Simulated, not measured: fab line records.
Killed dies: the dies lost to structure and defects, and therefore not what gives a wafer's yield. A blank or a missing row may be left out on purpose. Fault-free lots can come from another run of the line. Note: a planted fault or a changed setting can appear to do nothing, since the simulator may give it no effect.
A struck lot beside a sound one / flow berkeleyCmos170 / 14 steps out of a route of 331
Sound: these wafers, L137.1, L137.3, L137.5. The struck wafers were L144.1, L144.4, L144.5. At the end, the cause is stated.
At each step with rows: each side's tool, then ch and its chambers, then its first start. Under that, the readings that differ: sound wafers / struck wafers / difference of the means / sigmas: that difference in standard deviations of wafers without a fault.
alike: words and numbers the same on both sides, and readings whose means are apart by under 2 such deviations; not compared: readings that were withheld, readings missing a value for some wafer, numbers with overlapping values and no deviation given by the record, and bounds like >300 which may hide the same value.
The two part at a step that has a row with sigmas, a row that says differs or no value, or rows on one side only. When numbers do not overlap yet have no deviation, they are printed without sigmas and do not part them. Lack of a reading on every wafer of one side parts them only where that side has two or more wafers.

first, 1 step without rows for these wafers: UCB170_NWELL_OXIDATION_01 (target thk 26.4 nm, ox time 1260 s).
UCB170_NWELL_THK_MEAS_02:
  sound on filmMetro-04, day 3 08:12; struck on filmMetro-02, day 4 16:35
  alike: NWELL_OXIDE_THK
then, 2 steps without rows for these wafers: UCB170_NWELL_ANNEAL_03 (time 900 s); UCB170_NWELL_CVD_04 (deposits Si3N4 from SiH2Cl2/NH3, target thk 224 nm, time 3360 s).
UCB170_NWELL_THK_MEAS_05:
  sound on filmMetro-02, day 3 14:13; struck on filmMetro-04, day 5 00:28
  alike: NWELL_NITRIDE_THK
then, 6 steps without rows for these wafers: UCB170_NWELL_HMDS_06 (prime time 60 s); UCB170_NWELL_COAT_07 (resist thk 900 nm); UCB170_NWELL_SOFTBAKE_08 (time 60 s); UCB170_NWELL_EXPOSE_09 (exposes mask NWELL, target cd 3000 nm); UCB170_NWELL_PEB_10; UCB170_NWELL_DEVELOP_11 (develop time 45 s).
UCB170_NWELL_OVL_MEAS_12:
  sound on overlay-02, day 3 15:08; struck on overlay-02, day 5 01:37
  alike: NWELL_OVL
UCB170_NWELL_ETCH_13: etches Si3N4 in CH3F/Ar/O2, stops on SiO2, target depth 246.4 nm, time 154 s.
  sound on rieDiel-01 ch 0,2,3, day 3 15:11; struck on rieDiel-02 ch 1,3, day 5 01:40
reading=runLengthS (s); sound=182.3 182.7 182.2; struck=174.4 174.3 174.1; difference=-8.1; sigmas=-20
reading=model.KrF_of_NWELL_COAT_07.thkNm (nm); sound=725.5 725.1 726.8; struck=734.1 741.3 738.8; difference=+12.3; sigmas=
  alike: drypumpMotorCurrentA, oesProductAu, throttleValvePct
  not compared: rfHoursCounterH, model.etch.depthNm
then, 1 step without rows for these wafers: UCB170_NWELL_IMPLANT_14.

WHERE THEY PART
UCB170_NWELL_ETCH_13 only, going by this record.

WHY: what had been put in by the simulator
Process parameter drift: rieDiel-02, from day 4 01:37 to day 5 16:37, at UCB170_NWELL_ETCH_13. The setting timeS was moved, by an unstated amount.
